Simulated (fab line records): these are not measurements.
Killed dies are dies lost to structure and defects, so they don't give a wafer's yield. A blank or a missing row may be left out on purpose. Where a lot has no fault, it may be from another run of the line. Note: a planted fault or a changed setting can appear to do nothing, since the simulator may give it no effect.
fab line records    flow rit-cmos
record: lots: 5  wafers: 15  last-day: 7
route steps=202 shown CONTACT@172 M1@184
lots untouched by any fault: they come from a run of this same line in which no faults occurred
start-h: start of the lot's first displayed wafer, in hours after the record's first day    wait-h: time in hours since the lot's previous step    " unchanged from the row above    L1.1+2: a single row standing in for several wafers    - no value, or no start was given    * or withheld: withheld    < > ~ a bound
route shown NAME@n: NAME is a module with steps in the file, n the number in the route of the first one    usual: the fault-free wafers' mean and standard deviation    same: alike in all rows    chamber/n: place in a boat    sites: per-site readings    _std_site: the values' standard deviation    _edge_site: outer sites' mean less inner sites'    radius-mm: how far each site lies from the wafer's centre    mask NAME#n: copy n    behind: the tool/chamber that last shaped the wafer    hold: the reason the lot was held/the length of the hold in hours/how it ended    device: the n, p or np transistor that did not switch    end of line: the route-end tests of the same wafers    where a step has no rows: the recipe by itself    killed: at the first sort, the dies lost to defects and structure; wafer yield is something else    map: a wafer's dies, marking killed ones x, the rest . and places with no die _
set.NAME: the setting the step ran with; set.NAME@STEP: the setting that earlier step ran with    model.NAME: the simulator's own value behind a step, which no gauge read
lots seen at some steps along the route; tables by step, rows by wafer
services: the hour from which a tool's chamber was out of use, counted from the record's first day as start-h (under 0 if before that day), plus the number of hours and why
== steps ==
step: RIT_CONTACT_SOFTBAKE_04
recipe: resist: NOVOLAK  temp-c: 90  time-s: 60
step: RIT_CONTACT_EXPOSE_05
recipe: mask-id: M11  na: 0.6  source-shape: conventional  sigma-outer: 0.5  target-cd-nm: 1000  dose-mj: 250
step: RIT_CONTACT_PEB_06
recipe: resist: NOVOLAK  temp-c: withheld  time-s: withheld
step: RIT_CONTACT_DEVELOP_07
recipe: resist: NOVOLAK  develop-time-s: 120  dev-temp-c: 23
step: RIT_CONTACT_CD_MEAS_08
recipe: target-cd-nm: 1000
usual: cd-nm: 1000.4/2.3
lot.wafer  tool       chamber  start-h  wait-h  cd-nm
L938.2     cd-sem-01  -        90.04    -       999.7
L938.4     "          -        "        "       999.7
L938.6     "          -        "        "       1001.8
L941.1     cd-sem-02  -        107.48   -       998.7
L941.2     "          -        "        "       997.5
L941.4     "          -        "        "       998.0
L946.2     cd-sem-02  -        133.59   -       1001.6
L946.3     "          -        "        "       1001.5
L946.4     "          -        "        "       997.7
L949.1     cd-sem-02  -        146.06   -       1000.1
L949.4     "          -        "        "       1001.2
L949.6     "          -        "        "       1001.7
L953.2     cd-sem-02  -        160.44   -       999.1
L953.3     "          -        "        "       999.0
L953.5     "          -        "        "       997.9
step: RIT_CONTACT_OVL_MEAS_09
usual: CONTACT_OVL: 0.2/1.2
lot.wafer  tool        chamber  start-h  wait-h  CONTACT_OVL[nm]
L938.2     overlay-01  -        90.15    0.1     -0.4
L938.4     "           -        "        "       0.3
L938.6     "           -        "        "       0.9
L941.1     overlay-01  -        107.60   0.1     -0.9
L941.2     "           -        "        "       -0.6
L941.4     "           -        "        "       -0.6
L946.2     overlay-02  -        133.69   0.1     0.3
L946.3     "           -        "        "       -0.8
L946.4     "           -        "        "       0.2
L949.1     overlay-01  -        146.18   0.1     1.6
L949.4     "           -        "        "       2.1
L949.6     "           -        "        "       1.4
L953.2     overlay-02  -        160.54   0.1     1.9
L953.3     "           -        "        "       -0.4
L953.5     "           -        "        "       0.8
step: RIT_CONTACT_HARDBAKE_10
recipe: resist: NOVOLAK  temp-c: 140  time-s: 60
step: RIT_CONTACT_ETCH_11
recipe: target-depth-a: 4800  over-etch-frac: 0.2  stop-on: TiSi2  chemistry: CHF3/CF4/Ar  target: SiO2  CHF3_flow_sccm: 50  cf4-flow-sccm: 10  Ar_flow_sccm: 100  O2_flow_sccm: 5  pressure-mtorr: 100  rf-w: 200  time-s: 320
usual: drypump-motor-current-A: 5.9/0.53  oes-product-au: 0.990/0.016  throttle-valve-pct: 8.81/0.15
same: over-etch-frac: 0.2
lot.wafer  tool         chamber  start-h  wait-h  drypump-motor-current-A  oes-product-au  rf-hours-counter-h  throttle-valve-pct
L938.2     rie-diel-01  2        90.33    0.1     6.4                      0.976           45                  8.68
L938.4     "            0        "        "       5.8                      0.964           45                  8.91
L938.6     "            2        "        "       6.4                      0.984           -                   8.68
L941.1     rie-diel-03  2        107.95   0.1     5.9                      1.002           0                   8.81
L941.2     "            1        "        "       6.0                      0.978           4                   8.65
L941.4     "            0        "        "       6.7                      0.999           29                  8.72
L946.2     rie-diel-03  2        133.87   0.1     5.9                      0.998           1                   8.82
L946.3     "            3        "        "       6.3                      0.993           96                  9.06
L946.4     "            0        "        "       6.7                      1.006           30                  8.72
L949.1     rie-diel-03  3        146.37   0.1     6.3                      0.994           96                  9.03
L949.4     "            1        "        "       6.1                      0.978           5                   8.65
L949.6     "            0        "        "       6.7                      1.002           -                   8.74
L953.2     rie-diel-01  3        160.72   0.1     6.4                      1.006           132                 8.96
L953.3     "            2        "        "       6.3                      0.980           47                  8.70
L953.5     "            1        "        "       5.3                      0.988           -                   8.60
step: RIT_CONTACT_STRIP_12
recipe: chemistry: O2  time-s: 180  resist: NOVOLAK  platen-temp-c: withheld  power-w: 500  pressure-mtorr: 4000  o2-flow-sccm: 4000
usual: drypump-motor-current-A: 5.7/0.37
lot.wafer  tool             chamber  start-h  wait-h  drypump-motor-current-A  rf-hours-counter-h
L938.2     plasma-asher-03  0        90.52    0.1     5.8                      40
L938.4     "                1        "        "       5.2                      -
L938.6     "                1        "        "       5.2                      -
L941.1     plasma-asher-01  0        108.14   0.1     5.2                      47
L941.2     "                1        "        "       6.1                      47
L941.4     "                1        "        "       6.1                      -
L946.2     plasma-asher-01  0        134.07   0.1     5.3                      1
L946.3     "                0        "        "       5.2                      -
L946.4     "                1        "        "       6.0                      -
L949.1     plasma-asher-02  0        146.56   0.1     6.2                      37
L949.4     "                1        "        "       5.7                      -
L949.6     "                1        "        "       5.7                      -
L953.2     plasma-asher-02  0        160.92   0.1     6.2                      38
L953.3     "                1        "        "       5.7                      -
L953.5     "                1        "        "       5.7                      -
step: RIT_CONTACT_CD_MEAS_90
recipe: target-cd-nm: 1000
usual: cd-nm: 1000.3/2.4
lot.wafer  tool       chamber  start-h  wait-h  cd-nm
L938.2     cd-sem-02  -        90.72    0.1     1000.0
L938.4     "          -        "        "       999.7
L938.6     "          -        "        "       1001.5
L941.1     cd-sem-01  -        108.32   0.1     998.3
L941.2     "          -        "        "       996.7
L941.4     "          -        "        "       997.7
L946.2     cd-sem-02  -        134.26   0.1     1001.6
L946.3     "          -        "        "       1001.9
L946.4     "          -        "        "       998.3
L949.1     cd-sem-01  -        146.74   0.1     1000.3
L949.4     "          -        "        "       1001.4
L949.6     "          -        "        "       1002.0
L953.2     cd-sem-02  -        161.11   0.1     999.3
L953.3     "          -        "        "       999.3
L953.5     "          -        "        "       997.4
step: RIT_CONTACT_CLEAN_13
recipe: chemistry: SC1  mix: 3:3:50  time-s: 600  temp-c: 75
step: RIT_CONTACT_CLEAN_14
recipe: chemistry: SC2  mix: 3:3:50  time-s: 600  temp-c: 75  dry: n2-spin
step: RIT_M1_SPUTTER_00
recipe: material: Al  target-thk-nm: 400  power-w: 2000  chamber-pressure-pa: 0.4  gas: Ar  time-s: 500  substrate-temp-c: 25
usual: throttle-valve-pct: 30.0/1.1
lot.wafer  tool            chamber  start-h  wait-h  throttle-valve-pct
L938.2     pvd-sputter-01  -        91.17    0.0     30.9
L938.4     "               -        "        "       30.4
L938.6     "               -        "        "       30.4
L941.1     pvd-sputter-01  -        108.80   0.0     30.9
L941.2     "               -        "        "       29.3
L941.4     "               -        "        "       29.6
L946.2     pvd-sputter-03  -        134.71   0.0     32.2
L946.3     "               -        "        "       29.3
L946.4     "               -        "        "       28.9
L949.1     pvd-sputter-02  -        147.38   0.0     29.3
L949.4     "               -        "        "       31.7
L949.6     "               -        "        "       31.9
L953.2     pvd-sputter-03  -        161.58   0.0     28.7
L953.3     "               -        "        "       28.9
L953.5     "               -        "        "       32.3
step: RIT_M1_RS_MEAS_01
recipe: thk-meas-gauge: four-point-probe  reads: Al_of_M1_SPUTTER_00
usual: M1_AL_RS: 0.0734/0.00079
lot.wafer  tool           chamber  start-h  wait-h  M1_AL_RS[ohm/sq]
L938.2     film-metro-04  -        91.48    0.2     0.0723
L938.4     "              -        "        "       0.0725
L938.6     "              -        "        "       0.0725
L941.1     film-metro-03  -        109.10   0.1     0.0754
L941.2     "              -        "        "       0.0754
L941.4     "              -        "        "       0.0756
L946.2     film-metro-04  -        135.03   0.2     0.0728
L946.3     "              -        "        "       0.0729
L946.4     "              -        "        "       0.0730
L949.1     film-metro-02  -        147.68   0.1     0.0740
L949.4     "              -        "        "       0.0743
L949.6     "              -        "        "       0.0740
L953.2     film-metro-02  -        161.89   0.2     0.0740
L953.3     "              -        "        "       0.0730
L953.5     "              -        "        "       0.0729
step: RIT_M1_THK_MEAS_02
recipe: thk-meas-gauge: xrf  reads: Al_of_M1_SPUTTER_00
usual: M1_AL_THK: 397/4.7
lot.wafer  tool           chamber  start-h  wait-h  M1_AL_THK[nm]
L938.2     film-metro-04  -        91.59    0.1     401
L938.4     "              -        "        "       398
L938.6     "              -        "        "       401
L941.1     film-metro-03  -        109.22   0.1     389
L941.2     "              -        "        "       386
L941.4     "              -        "        "       385
L946.2     film-metro-04  -        135.14   0.1     401
L946.3     "              -        "        "       401
L946.4     "              -        "        "       399
L949.1     film-metro-02  -        147.80   0.1     397
L949.4     "              -        "        "       392
L949.6     "              -        "        "       393
L953.2     film-metro-02  -        162.00   0.1     397
L953.3     "              -        "        "       397
L953.5     "              -        "        "       402
step: RIT_M1_HMDS_03
recipe: prime-time-s: 60  prime-temp-c: 140
step: RIT_M1_COAT_04
recipe: resist: NOVOLAK  spin-rpm: 2000  resist-thk-nm: 1300
step: RIT_M1_SOFTBAKE_05
recipe: resist: NOVOLAK  temp-c: 90  time-s: 60
step: RIT_M1_EXPOSE_06
recipe: mask-id: M12  na: 0.6  source-shape: conventional  sigma-outer: 0.5  target-cd-nm: 2600  dose-mj: 250
step: RIT_M1_PEB_07
recipe: resist: NOVOLAK  temp-c: withheld  time-s: withheld
step: RIT_M1_DEVELOP_08
recipe: resist: NOVOLAK  develop-time-s: 68  dev-temp-c: 23
step: RIT_M1_CD_MEAS_09
recipe: target-cd-nm: 2600
usual: cd-nm: 2600.4/2.1
lot.wafer  tool       chamber  start-h  wait-h  cd-nm
L938.2     cd-sem-02  -        92.67    -       2600.4
L938.4     "          -        "        "       2601.1
L938.6     "          -        "        "       2603.4
L941.1     cd-sem-02  -        110.16   -       2597.8
L941.2     "          -        "        "       2598.2
L941.4     "          -        "        "       2596.3
L946.2     cd-sem-02  -        136.09   -       2597.8
L946.3     "          -        "        "       2598.8
L946.4     "          -        "        "       2598.6
L949.1     cd-sem-02  -        148.93   -       2600.2
L949.4     "          -        "        "       2598.5
L949.6     "          -        "        "       2600.6
L953.2     cd-sem-02  -        162.95   -       2606.3
L953.3     "          -        "        "       2601.0
L953.5     "          -        "        "       2601.9
step: RIT_M1_OVL_MEAS_10
usual: M1_OVL: 0.9/1.5
lot.wafer  tool        chamber  start-h  wait-h  M1_OVL[nm]
L938.2     overlay-02  -        92.77    0.1     0.2
L938.4     "           -        "        "       1.6
L938.6     "           -        "        "       1.9
L941.1     overlay-02  -        110.28   0.1     1.9
L941.2     "           -        "        "       1.6
L941.4     "           -        "        "       1.9
L946.2     overlay-01  -        136.19   0.1     -2.3
L946.3     "           -        "        "       -1.0
L946.4     "           -        "        "       -1.8
L949.1     overlay-01  -        149.05   0.1     1.6
L949.4     "           -        "        "       2.8
L949.6     "           -        "        "       1.4
L953.2     overlay-01  -        163.06   0.1     -0.4
L953.3     "           -        "        "       -0.9
L953.5     "           -        "        "       0.8
step: RIT_M1_HARDBAKE_11
recipe: resist: NOVOLAK  temp-c: 140  time-s: 120
step: RIT_M1_METAL_ETCH_12
recipe: stop-on: SiO2  chemistry: Cl2/BCl3  target: Al  time-s: 165  over-etch-frac: 0.5  pressure-mtorr: 100  target-depth-a: 6000  rf-w: 250  Cl2_flow_sccm: 60  bcl3-flow-sccm: 50
usual: drypump-motor-current-A: 5.8/0.47  oes-product-au: 0.781/0.013  throttle-valve-pct: 8.27/0.12
same: over-etch-frac: 0.5
lot.wafer  tool          chamber  start-h  wait-h  drypump-motor-current-A  oes-product-au  rf-hours-counter-h  throttle-valve-pct
L938.2     rie-metal-03  1        93.05    0.2     5.9                      0.777           1                   8.13
L938.4     "             1        "        "       5.9                      0.782           -                   8.12
L938.6     "             0        "        "       6.4                      0.783           -                   8.25
L941.1     rie-metal-03  1        110.56   0.2     5.9                      0.761           1                   8.12
L941.2     "             0        "        "       6.5                      0.769           1                   8.27
L941.4     "             1        "        "       5.9                      0.754           -                   8.13
L946.2     rie-metal-03  0        136.47   0.2     6.5                      0.783           1                   8.26
L946.3     "             1        "        "       5.9                      0.784           -                   8.12
L946.4     "             0        "        "       6.5                      0.789           -                   8.24
L949.1     rie-metal-03  1        149.34   0.2     5.9                      0.775           1                   8.11
L949.4     "             1        "        "       5.9                      0.770           -                   8.13
L949.6     "             1        "        "       5.9                      0.767           -                   8.11
L953.2     rie-metal-02  0        163.34   0.2     5.1                      0.760           5                   8.28
L953.3     "             1        "        "       5.8                      0.778           -                   8.18
L953.5     "             0        "        "       5.1                      0.769           -                   8.29
step: RIT_M1_STRIP_13
recipe: chemistry: nmp  resist: NOVOLAK  temp-c: 80  time-s: 600  dry: n2-spin
step: RIT_M1_STRIP_14
recipe: chemistry: O2  time-s: 180  platen-temp-c: withheld  power-w: 500  pressure-mtorr: 4000  o2-flow-sccm: 4000
usual: drypump-motor-current-A: 5.9/0.37
lot.wafer  tool             chamber  start-h  wait-h  drypump-motor-current-A  rf-hours-counter-h
L938.2     plasma-asher-02  1        93.39    0.0     5.7                      30
L938.4     "                0        "        "       6.2                      -
L938.6     "                0        "        "       6.2                      -
L941.1     plasma-asher-02  1        110.90   0.0     5.7                      32
L941.2     "                0        "        "       6.2                      32
L941.4     "                1        "        "       5.7                      -
L946.2     plasma-asher-02  1        136.87   0.0     5.7                      36
L946.3     "                0        "        "       6.2                      -
L946.4     "                1        "        "       5.7                      -
L949.1     plasma-asher-04  1        149.68   0.0     5.7                      54
L949.4     "                0        "        "       6.4                      -
L949.6     "                0        "        "       6.4                      -
L953.2     plasma-asher-04  0        163.69   0.0     6.4                      55
L953.3     "                0        "        "       6.4                      -
L953.5     "                0        "        "       6.4                      -
step: RIT_M1_CD_MEAS_90
recipe: target-cd-nm: 2600
usual: cd-nm: 2600.3/2.3
lot.wafer  tool       chamber  start-h  wait-h  cd-nm
L938.2     cd-sem-01  -        93.59    0.1     2600.6
L938.4     "          -        "        "       2600.8
L938.6     "          -        "        "       2602.0
L941.1     cd-sem-02  -        111.08   0.1     2598.1
L941.2     "          -        "        "       2598.9
L941.4     "          -        "        "       2597.0
L946.2     cd-sem-01  -        137.06   0.1     2598.3
L946.3     "          -        "        "       2598.6
L946.4     "          -        "        "       2598.1
L949.1     cd-sem-01  -        149.85   0.1     2599.5
L949.4     "          -        "        "       2597.6
L949.6     "          -        "        "       2600.2
L953.2     cd-sem-01  -        163.89   0.1     2605.8
L953.3     "          -        "        "       2601.9
L953.5     "          -        "        "       2601.1
step: RIT_M1_ANNEAL_15
recipe: temp-c: 450  time-s: 1800  ambient: forming_gas_H2N2
step: RIT_M1_BOW_MEAS_16
recipe: mode: bow
usual: M1_BOW: 17/6.8
lot.wafer  tool           chamber  start-h  wait-h  M1_BOW[um]
L938.2     film-metro-04  -        95.21    0.0     23
L938.4     "              -        "        "       19
L938.6     "              -        "        "       7
L941.1     film-metro-03  -        112.70   0.0     12
L941.2     "              -        "        "       16
L941.4     "              -        "        "       12
L946.2     film-metro-02  -        139.53   0.0     21
L946.3     "              -        "        "       16
L946.4     "              -        "        "       28
L949.1     film-metro-03  -        151.47   0.0     20
L949.4     "              -        "        "       18
L949.6     "              -        "        "       21
L953.2     film-metro-02  -        165.51   0.0     12
L953.3     "              -        "        "       23
L953.5     "              -        "        "       16
step: RIT_M1_PROBE_99
usual: defect-limited-yield: 97.5/1.1  killed_at_M0_to_M3: 0.0/0.12  killed-at-contacts: 0.0/0.22  killed-at-front-end: 6.5/2.8  killed-dies: 6.5/2.8  killed-on-rim: 1.7/1.3  killed-open: 3.2/1.8  killed-short: 3.3/2  sort_bin_3_pad_short: 0.1/0.23  sort_bin_5_function: 1.5/0.77  sort_bin_6_memory: 0.9/0.6  sort-n-pass: 257.5/2.8  sort-yield-pct: 97.5/1.1
same: gross-dies: 264  killed_at_M4_up: 0  killed-at-back-side: 0  killed-at-other: 0
lot.wafer  tool       chamber  start-h  wait-h  hold                      defect-limited-yield[%]  killed_at_M0_to_M3  killed-at-contacts  killed-at-front-end  killed-dies  killed-on-rim  killed-open  killed-short  sort_bin_3_pad_short[%]  sort_bin_5_function[%]  sort_bin_6_memory[%]  sort-n-pass  sort-yield-pct[%]  model.etest.tester.sort-n-pass  model.etest.tester.sort-yield-pct  model.etest.tester.sort_bin_5_pct  model.etest.tester.sort_bin_3_pct
L938.2     prober-01  -        95.36    0.1     -                         97.7                     0                   0                   6                    6            2              4            2             0.4                      0.8                     1.1                   258.0        97.7               258                             97.73                              0.7576                             0.3788
L938.4     prober-01  -        95.46    0.2     -                         97.7                     0                   0                   6                    6            0              3            3             0                        1.1                     1.1                   258.0        97.7               258                             97.73                              1.136                              0
L938.6     prober-01  -        95.56    0.2     -                         98.5                     0                   0                   4                    4            2              2            2             0                        1.1                     0.4                   260.0        98.5               260                             98.48                              1.136                              0
L941.1     prober-02  -        112.82   0.1     await-dispo/2.8h/release  99.2                     0                   0                   2                    2            0              2            0             0                        0.8                     0                     262.0        99.2               262                             99.24                              0.7576                             0
L941.2     prober-02  -        112.87   0.1     await-dispo/2.8h/release  83.7                     34                  0                   9                    43           9              2            7             1.9                      12.5                    1.9                   221.0        83.7               221                             83.71                              12.5                               1.894
L941.4     prober-02  -        112.97   0.2     await-dispo/2.8h/release  95.8                     0                   0                   11                   11           1              6            5             0                        2.3                     1.9                   253.0        95.8               253                             95.83                              2.273                              0
L946.2     prober-02  -        139.68   0.1     -                         98.5                     0                   0                   4                    4            2              2            2             0                        1.5                     0                     260.0        98.5               260                             98.48                              1.515                              0
L946.3     prober-02  -        139.73   0.2     -                         97.3                     0                   0                   7                    7            3              4            3             0                        1.1                     1.5                   257.0        97.3               257                             97.35                              1.136                              0
L946.4     prober-02  -        139.78   0.2     -                         99.2                     0                   0                   2                    2            0              0            2             0                        0.8                     0                     262.0        99.2               262                             99.24                              0.7576                             0
L949.1     prober-02  -        151.59   0.1     -                         98.1                     0                   1                   4                    5            1              3            2             0                        1.1                     0.8                   259.0        98.1               259                             98.11                              1.136                              0
L949.4     prober-02  -        151.74   0.2     -                         98.1                     0                   0                   5                    5            1              3            2             0                        0.4                     1.5                   259.0        98.1               259                             98.11                              0.3788                             0
L949.6     prober-02  -        151.84   0.2     -                         96.6                     0                   0                   9                    9            4              3            6             0.4                      2.7                     0.4                   255.0        96.6               255                             96.59                              2.652                              0.3788
L953.2     prober-02  -        165.66   0.1     -                         97.0                     0                   0                   8                    8            2              3            5             0.4                      2.7                     0                     256.0        97.0               256                             96.97                              2.652                              0.3788
L953.3     prober-02  -        165.71   0.2     -                         99.2                     0                   0                   2                    2            1              2            0             0                        0.4                     0.4                   262.0        99.2               262                             99.24                              0.3788                             0
L953.5     prober-02  -        165.81   0.2     -                         96.6                     0                   0                   9                    9            3              5            4             0                        2.7                     0.8                   255.0        96.6               255                             96.59                              2.652                              0
killed by level:class
L938.2 ACTIVE:geometric-particle:short=1 GATE:geometric-particle:open=1 REOX:geometric-particle:short=1 REOX:geometric-particle:open=1 SPACER:geometric-particle:open=1 SILICIDE:geometric-particle:open=1
L938.4 GATE:geometric-particle:open=2 SPACER:geometric-particle:short=2 FOX1:geometric-particle:short=1 REOX:geometric-particle:open=1
L938.6 GATE:geometric-particle:short=2 REOX:geometric-particle:open=2
L941.1 GATE:geometric-particle:open=1 REOX:geometric-particle:open=1
L941.2 M1:unspecified=34 REOX:geometric-particle:short=4 GATE:geometric-particle:short=3 GATE:geometric-particle:open=1 REOX:geometric-particle:open=1
L941.4 GATE:geometric-particle:open=4 GATE:geometric-particle:short=3 REOX:geometric-particle:short=2 FOX1:geometric-particle:open=1 REOX:geometric-particle:open=1
L946.2 FOX1:geometric-particle:open=1 FOX2:geometric-particle:short=1 GATE:geometric-particle:short=1 SPACER:geometric-particle:open=1
L946.3 GATE:geometric-particle:open=2 FOX1:geometric-particle:short=1 FOX2:geometric-particle:open=1 GATE:geometric-particle:short=1 SPACER:geometric-particle:short=1 SPACER:geometric-particle:open=1
L946.4 SPACER:geometric-particle:short=2
L949.1 GATE:geometric-particle:open=1 REOX:geometric-particle:open=1 SPACER:geometric-particle:short=1 SILICIDE:geometric-particle:open=1 CONTACT:geometric-particle:short=1
L949.4 GATE:geometric-particle:open=3 GATE:geometric-particle:short=1 SILICIDE:geometric-particle:short=1
L949.6 GATE:geometric-particle:short=4 FOX1:geometric-particle:short=1 FOX1:geometric-particle:open=1 GATE:geometric-particle:open=1 REOX:geometric-particle:open=1 REOX:geometric-particle:short=1
L953.2 FOX1:geometric-particle:short=2 GATE:geometric-particle:open=2 FOX2:geometric-particle:short=1 GATE:geometric-particle:short=1 SILICIDE:geometric-particle:open=1 SILICIDE:geometric-particle:short=1
L953.3 FOX2:geometric-particle:open=1 GATE:geometric-particle:open=1
L953.5 GATE:geometric-particle:open=4 FOX2:geometric-particle:short=2 FOX1:geometric-particle:short=1 GATE:geometric-particle:short=1 SILICIDE:geometric-particle:open=1
map L941.2 (x killed, . not)
________xxxx..._______
_____x.xxxxxxx.x..____
____..xxxxxxx.x....___
___...xxxxxxx.......__
__.....xxxxx........._
__........x.......x.._
_.........x...........
_.....................
_..........x.x........
_.....................
__..................._
__..x...........x...._
___...........x.....__
____......x........___
_____............x____
________......._______
map L938.2 (x killed, . not)
________......._______
_____x....x.......____
____...............___
___.................__
__......x............_
__..................._
_.....................
_...............x.....
_.....................
_.....................
__..........x........_
__..................._
___.................__
____...............___
_____..x..........____
________......._______
== services ==
tool             chamber  start-h  hours  kind
rie-diel-01      -        71.71    2.8    pm
plasma-asher-01  -        75.98    2.8    pm
rie-diel-03      3        84.93    2.0    repair
pvd-sputter-01   -        85.76    4.7    repair
pvd-sputter-02   -        97.25    4.3    repair
plasma-asher-03  -        102.96   1.5    repair
plasma-asher-01  -        108.75   9.0    pm
plasma-asher-01  0        108.75   9.0    vent-cycle
plasma-asher-01  1        108.75   9.0    vent-cycle
plasma-asher-01  0        117.75   -      clean
plasma-asher-01  1        117.75   -      clean
rie-diel-03      2        118.76   4.0    repair
plasma-asher-02  -        119.58   1.3    repair
plasma-asher-01  -        123.57   7.8    repair
pvd-sputter-01   -        129.02   2.0    repair
rie-diel-01      2        144.27   6.5    repair
pvd-sputter-02   -        162.20   8.2    repair
== key ==
first-sign: step: RIT_M1_PROBE_99  reading: killed_at_M0_to_M3  direction: up  sigmas: 34  usual: 0.0  struck: 34
effect: step: RIT_M1_PROBE_99  reading: sort_bin_5_function  direction: up  sigmas: 14  usual: 1.5  struck: 12.5
model-effect: step: RIT_M1_PROBE_99  value: etest.tester.sort-n-pass  without: 255  struck: 221
met-at RIT_M1_SPUTTER_00
struck-wafers L941.2
fault: kind: chamber-particle-source  tool: pvd-sputter-01  chamber: -  onset-h: 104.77  steps: RIT_M1_SPUTTER_00  rate-per-visit-cm2: 1.4071  scope: struck-wafers-only
